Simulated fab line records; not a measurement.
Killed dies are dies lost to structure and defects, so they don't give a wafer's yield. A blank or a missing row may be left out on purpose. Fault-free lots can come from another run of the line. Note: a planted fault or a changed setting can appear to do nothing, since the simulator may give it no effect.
Check of tool commonality / flow berkeleyCmos170 / 48 wafers sampled across 14 lots

## REASON FOR OPENING
At UCB170_V1_CD_MEAS_12 the reading cdNm is flagged on 2 of 14 lots. Fault-free wafers read 700.2 nm, with a standard deviation of 1.4.
Rule: flag the lot when none of its wafers has a number, or when each of its wafers that has one lies beyond 4 standard deviations from that mean. The other lots count as sound.

lot=L504; measured=day 7 03:18; on=cdSem-02; cdNm (nm), wafer by wafer=699.9 700.5 698.9; flag=
lot=L506; measured=day 7 14:11; on=cdSem-01; cdNm (nm), wafer by wafer=698.1 697.7 698.7; flag=
lot=L505; measured=day 7 14:26; on=cdSem-02; cdNm (nm), wafer by wafer=701.6 701.2 701.9; flag=
lot=L509; measured=day 8 00:12; on=cdSem-02; cdNm (nm), wafer by wafer=699.3 699.0 699.2; flag=
lot=L508; measured=day 8 00:36; on=cdSem-01; cdNm (nm), wafer by wafer=701.5 699.1 699.2; flag=
lot=L507; measured=day 8 00:47; on=cdSem-02; cdNm (nm), wafer by wafer=701.1 702.1 701.8; flag=
lot=L511; measured=day 8 14:39; on=cdSem-02; cdNm (nm), wafer by wafer=702.2 702.4 702.8; flag=
lot=L510; measured=day 8 14:53; on=cdSem-02; cdNm (nm), wafer by wafer=701.2 700.6 700.2; flag=
lot=L512; measured=day 8 19:02; on=cdSem-02; cdNm (nm), wafer by wafer=699.0 699.4 698.7; flag=
lot=L514; measured=day 8 21:57; on=cdSem-01; cdNm (nm), wafer by wafer=699.1 698.8 698.8; flag=
lot=L513; measured=day 8 22:11; on=cdSem-02; cdNm (nm), wafer by wafer=703.6 701.3 702.8; flag=
lot=L519; measured=day 10 03:53; on=cdSem-02; cdNm (nm), wafer by wafer=753.0 752.0 751.0 752.6 752.1 751.2; flag=FLAGGED
lot=L517; measured=day 10 05:51; on=cdSem-02; cdNm (nm), wafer by wafer=750.5 749.4 750.1 750.7 749.9 750.0; flag=FLAGGED
lot=L527; measured=day 11 14:55; on=cdSem-01; cdNm (nm), wafer by wafer=699.4 698.8 699.0; flag=
Average over the flagged lots: 751.0 nm; offset from the usual +50.8 nm, equal to +36 standard deviations.

## TOOL THAT RAN EACH LOT
The record holds 2 process steps before the reading, out of a route of 331 steps. Every cell lists first the tool, next ch and the chambers used by the sampled wafers, and last the start.
lot=L504; flag=; UCB170_SILICIDE_RTA_04=rtpAnneal-02 ch 0, day 6 12:08; UCB170_V1_PEB_10=lithoTrack-03 ch 0, day 7 03:02
lot=L506; flag=; UCB170_SILICIDE_RTA_04=rtpAnneal-02 ch 0, day 7 02:56; UCB170_V1_PEB_10=lithoTrack-04 ch 0, day 7 13:55
lot=L505; flag=; UCB170_SILICIDE_RTA_04=rtpAnneal-01 ch 0, day 7 02:31; UCB170_V1_PEB_10=lithoTrack-03 ch 0, day 7 14:10
lot=L509; flag=; UCB170_SILICIDE_RTA_04=rtpAnneal-02 ch 0, day 7 12:25; UCB170_V1_PEB_10=lithoTrack-04 ch 0, day 7 23:55
lot=L508; flag=; UCB170_SILICIDE_RTA_04=rtpAnneal-02 ch 0, day 7 12:35; UCB170_V1_PEB_10=lithoTrack-03 ch 0, day 8 00:20
lot=L507; flag=; UCB170_SILICIDE_RTA_04=rtpAnneal-01 ch 0, day 7 12:26; UCB170_V1_PEB_10=lithoTrack-01 ch 0, day 8 00:26
lot=L511; flag=; UCB170_SILICIDE_RTA_04=rtpAnneal-01 ch 0, day 8 01:33; UCB170_V1_PEB_10=lithoTrack-04 ch 0, day 8 14:23
lot=L510; flag=; UCB170_SILICIDE_RTA_04=rtpAnneal-02 ch 0, day 8 01:02; UCB170_V1_PEB_10=lithoTrack-04 ch 0, day 8 14:37
lot=L512; flag=; UCB170_SILICIDE_RTA_04=rtpAnneal-02 ch 0, day 8 04:50; UCB170_V1_PEB_10=lithoTrack-01 ch 0, day 8 18:46
lot=L514; flag=; UCB170_SILICIDE_RTA_04=rtpAnneal-01 ch 0, day 8 07:08; UCB170_V1_PEB_10=lithoTrack-01 ch 0, day 8 21:40
lot=L513; flag=; UCB170_SILICIDE_RTA_04=rtpAnneal-02 ch 0, day 8 07:23; UCB170_V1_PEB_10=lithoTrack-03 ch 0, day 8 21:55
lot=L519; flag=FLAGGED; UCB170_SILICIDE_RTA_04=rtpAnneal-02 ch 0, day 9 14:37; UCB170_V1_PEB_10=lithoTrack-01 ch 0, day 10 03:37
lot=L517; flag=FLAGGED; UCB170_SILICIDE_RTA_04=rtpAnneal-01 ch 0, day 9 14:26; UCB170_V1_PEB_10=lithoTrack-01 ch 0, day 10 05:35
lot=L527; flag=; UCB170_SILICIDE_RTA_04=rtpAnneal-02 ch 0, day 10 21:07; UCB170_V1_PEB_10=lithoTrack-04 ch 0, day 11 14:35
What these steps do:
- UCB170_SILICIDE_RTA_04: time 15 s.
- UCB170_V1_PEB_10
- UCB170_V1_CD_MEAS_12: target cd 700 nm.

## FLAGGED OVER TOTAL, TOOL BY TOOL (the gauges that took the reading come last)
step=UCB170_SILICIDE_RTA_04; tool=rtpAnneal-01; lots run=5; flagged=1; share of the flagged lots=some; sound lots run after its first flagged lot=0
step=UCB170_SILICIDE_RTA_04; tool=rtpAnneal-02; lots run=9; flagged=1; share of the flagged lots=some; sound lots run after its first flagged lot=1 (L527)
step=UCB170_V1_PEB_10; tool=lithoTrack-01; lots run=5; flagged=2; share of the flagged lots=all; sound lots run after its first flagged lot=0
step=UCB170_V1_PEB_10; tool=lithoTrack-03; lots run=4; flagged=0; share of the flagged lots=none; sound lots run after its first flagged lot=-
step=UCB170_V1_PEB_10; tool=lithoTrack-04; lots run=5; flagged=0; share of the flagged lots=none; sound lots run after its first flagged lot=-
step=UCB170_V1_CD_MEAS_12; tool=cdSem-01; lots run=4; flagged=0; share of the flagged lots=none; sound lots run after its first flagged lot=-
step=UCB170_V1_CD_MEAS_12; tool=cdSem-02; lots run=10; flagged=2; share of the flagged lots=all; sound lots run after its first flagged lot=0

## WHAT IS ALLOWED BY THE TABLE
2 rows of the table ran every flagged lot: lithoTrack-01 at UCB170_V1_PEB_10, cdSem-02 at UCB170_V1_CD_MEAS_12.
- lithoTrack-01 at UCB170_V1_PEB_10 ran 5 lots, 2 of them flagged. Last sound lot L514 at day 8 21:40, first flagged lot L519 at day 10 03:37; a fault beginning in between fits. Its own readings lie more than 4 standard deviations out on every wafer of the flagged lots: heaterPowerTotalW, plateTempC.
- cdSem-02 at UCB170_V1_CD_MEAS_12 ran 10 lots, 2 of them flagged. Last sound lot L513 at day 8 22:11, first flagged lot L519 at day 10 03:53; a fault beginning in between fits.
Because each of these 2 tools fits a fault that began at some hour, counting lots does not separate them. More lots, or a look at what each step does to the wafer, might.

## WHAT THE SIMULATOR HAD PUT IN
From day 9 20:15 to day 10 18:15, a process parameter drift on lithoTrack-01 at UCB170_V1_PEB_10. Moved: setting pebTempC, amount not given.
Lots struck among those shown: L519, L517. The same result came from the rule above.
